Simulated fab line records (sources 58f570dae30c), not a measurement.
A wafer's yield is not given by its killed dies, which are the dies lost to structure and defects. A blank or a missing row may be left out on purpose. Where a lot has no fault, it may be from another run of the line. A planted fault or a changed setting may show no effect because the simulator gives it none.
2 desks, one fault    flow berkeley-cmos170    each desk has only its own numbers; what lay behind them comes last

## FROM THE METROLOGY DESK
Lot by lot, what the gauges showed, no matter which tool ran the lot: averages of those sampled wafers that carry a number. The brackets show how far a lot's mean lies from the usual mean; more than 4 standard deviations puts the lot out of limits, marked OUT.
Columns: A = PWELL_OVL at UCB170_PWELL_OVL_MEAS_13, usual -2 nm; B = PWELL_TW at UCB170_PWELL_TW_MEAS_17, usual 376.6; C = WELLDRIVE_OXIDE_THK at UCB170_WELLDRIVE_THK_MEAS_02, usual 196 nm
lot   first seen here  A   B      C
L999  day 2 23:22      -7  377.7  199
L103  day 4 00:44      -2  373.5  198
L104  day 4 00:51      1   375.6  199
L118  day 7 01:59      -7  379.9  199
L120  day 7 09:11      -3  376.8  196
L121  day 7 14:32      -8  377.1  200
This desk found nothing out of limits on any of the 6 lots.

## DESK OF THE TOOL OWNER: furnace-01
The tool's own readings at UCB170_WELLDRIVE_ANNEAL_03 (time 900 s): means of the sampled wafers that have a number, for each lot that ran on this tool. The brackets show how far a lot's mean lies from the usual mean; more than 4 standard deviations puts the lot out of limits, marked OUT.
Columns: A = spike-tc-centre-C at UCB170_WELLDRIVE_ANNEAL_03, usual 1101.9 C; B = spike-tc-load-C at UCB170_WELLDRIVE_ANNEAL_03, usual 1127.9 C; C = spike-tc-source-C at UCB170_WELLDRIVE_ANNEAL_03, usual 1130.4 C; D = tube-center-temp-C at UCB170_WELLDRIVE_ANNEAL_03, usual 1100 C; E = tube_center_temp_C_max at UCB170_WELLDRIVE_ANNEAL_03, usual 1102.9
lot   first seen here  A                 B                 C                 D                       E
L103  day 4 15:29      1040.6 (-51) OUT  1065.8 (-39) OUT  1070.0 (-40) OUT  1040 (-99 or more) OUT  1043.2 (-99 or more) OUT
L104  day 4 15:29      1041.3 (-51) OUT  1066.5 (-38) OUT  1068.9 (-41) OUT  1040 (-99 or more) OUT  1043.0 (-99 or more) OUT
L121  day 8 05:43      1101.7            1127.9            1130.2            1100                    1102.8
This desk's verdict: out of limits on L103, L104, starting with L103 at day 4 15:29 (spike-tc-centre-C at UCB170_WELLDRIVE_ANNEAL_03). In limits: L121.

## BROUGHT TOGETHER
The tool owner's desk had the chance to raise an alarm at day 4 15:29 on L103, L104.
From the metrology desk's view, nothing was out of limits.
The metrology desk holds a record of L103, L104, inside its limits.
Of the lots named, all ran UCB170_WELLDRIVE_ANNEAL_03 on furnace-01.

## WHAT HAD BEEN PUT IN BY THE SIMULATOR
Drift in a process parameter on furnace-01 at UCB170_WELLDRIVE_ANNEAL_03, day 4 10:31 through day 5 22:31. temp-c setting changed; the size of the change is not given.
Shown lots that were struck: L103, L104.
Delay in hours, fault start to first out-of-limits reading, by desk: the tool owner's desk at 5.
